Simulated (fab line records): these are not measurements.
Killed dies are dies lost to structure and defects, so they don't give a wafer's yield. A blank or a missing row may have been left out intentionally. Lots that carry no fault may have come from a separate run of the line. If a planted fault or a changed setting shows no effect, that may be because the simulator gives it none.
What tool caused it? / flow berkeley cmos170 / 6 lots with 18 wafers sampled at 5 steps, on a route of 331 steps

== WHAT THE GAUGES SHOWED, per wafer ==
UCB170_PSD_TW_MEAS_10.
lot=L254; measured=day 7 21:59; on=film metro-02; PSD_TW=2304 2305 2297
lot=L255; measured=day 8 21:46; on=film metro-01; PSD_TW=2329 2319 2329
lot=L258; measured=day 8 22:04; on=film metro-03; PSD_TW=2336 2340 2346
lot=L262; measured=day 9 16:55; on=film metro-03; PSD_TW=2353 2353 2350
lot=L265; measured=day 10 20:02; on=film metro-02; PSD_TW=2300 2296 2302
lot=L275; measured=day 13 08:40; on=film metro-03; PSD_TW=2360 2346 2346

== WHICH TOOL RAN EACH LOT (tool, then ch and the chambers of the sampled wafers, then the start) ==
lot=L254; UCB170_NVT_STRIP_08=plasma asher-02 ch 0,1, day 6 20:28; UCB170_GATE_ETCH_15=rie si-02 ch 0,1,3, day 7 10:15; UCB170_NLDD_STRIP_10=plasma asher-04 ch 0, day 7 14:42; UCB170_PSD_STRIP_09=plasma asher-03 ch 0,1, day 7 21:53
lot=L255; UCB170_NVT_STRIP_08=plasma asher-01 ch 0,1, day 7 15:53; UCB170_GATE_ETCH_15=rie si-01 ch 0,3, day 8 09:00; UCB170_NLDD_STRIP_10=plasma asher-04 ch 0,1, day 8 13:22; UCB170_PSD_STRIP_09=plasma asher-01 ch 0,1, day 8 21:39
lot=L258; UCB170_NVT_STRIP_08=plasma asher-01 ch 0,1, day 7 16:09; UCB170_GATE_ETCH_15=rie si-02 ch 0,1, day 8 09:07; UCB170_NLDD_STRIP_10=plasma asher-01 ch 0,1, day 8 13:43; UCB170_PSD_STRIP_09=plasma asher-03 ch 0,1, day 8 21:57
lot=L262; UCB170_NVT_STRIP_08=plasma asher-02 ch 1, day 8 12:32; UCB170_GATE_ETCH_15=rie si-01 ch 0,1,3, day 9 03:31; UCB170_NLDD_STRIP_10=plasma asher-04 ch 0,1, day 9 08:07; UCB170_PSD_STRIP_09=plasma asher-03 ch 0,1, day 9 16:49
lot=L265; UCB170_NVT_STRIP_08=plasma asher-02 ch 0,1, day 9 03:14; UCB170_GATE_ETCH_15=rie si-01 ch 0,1, day 10 03:55; UCB170_NLDD_STRIP_10=plasma asher-02 ch 0,1, day 10 13:45; UCB170_PSD_STRIP_09=plasma asher-01 ch 0,1, day 10 19:55
lot=L275; UCB170_NVT_STRIP_08=plasma asher-01 ch 0,1, day 11 14:10; UCB170_GATE_ETCH_15=rie si-02 ch 0,3, day 12 20:02; UCB170_NLDD_STRIP_10=plasma asher-04 ch 0,1, day 12 23:34; UCB170_PSD_STRIP_09=plasma asher-02 ch 1, day 13 08:33
- UCB170_NVT_STRIP_08: strips in O2.
- UCB170_GATE_ETCH_15: etches poly-Si in HBr/Cl2, stops on SiO2, time 56.3 s, target depth 278.2 nm.
- UCB170_NLDD_STRIP_10: strips in O2.
- UCB170_PSD_STRIP_09: strips in O2.

== THE ANSWER, worked out from the rows above alone ==
Rule: usual is defined by the lots themselves. The widest of any qualifying gaps counts: lots, ordered by their means at a reading, are off when they make up no more than a third of the lots, leave a main group of 4 or more, and stand apart from it by 3 or more times the standard deviation of that group's means. If all means in a main group match to the digits the tables above print for the reading, that group is not used. Also off: a lot with no number at a reading for which 4 or more lots have one. Where the step has rows for the other lots, those lots are counted as sound.
Nothing can be told from this: no lot is off at any reading shown.

== WHAT THE SIMULATOR HAD PUT IN ==
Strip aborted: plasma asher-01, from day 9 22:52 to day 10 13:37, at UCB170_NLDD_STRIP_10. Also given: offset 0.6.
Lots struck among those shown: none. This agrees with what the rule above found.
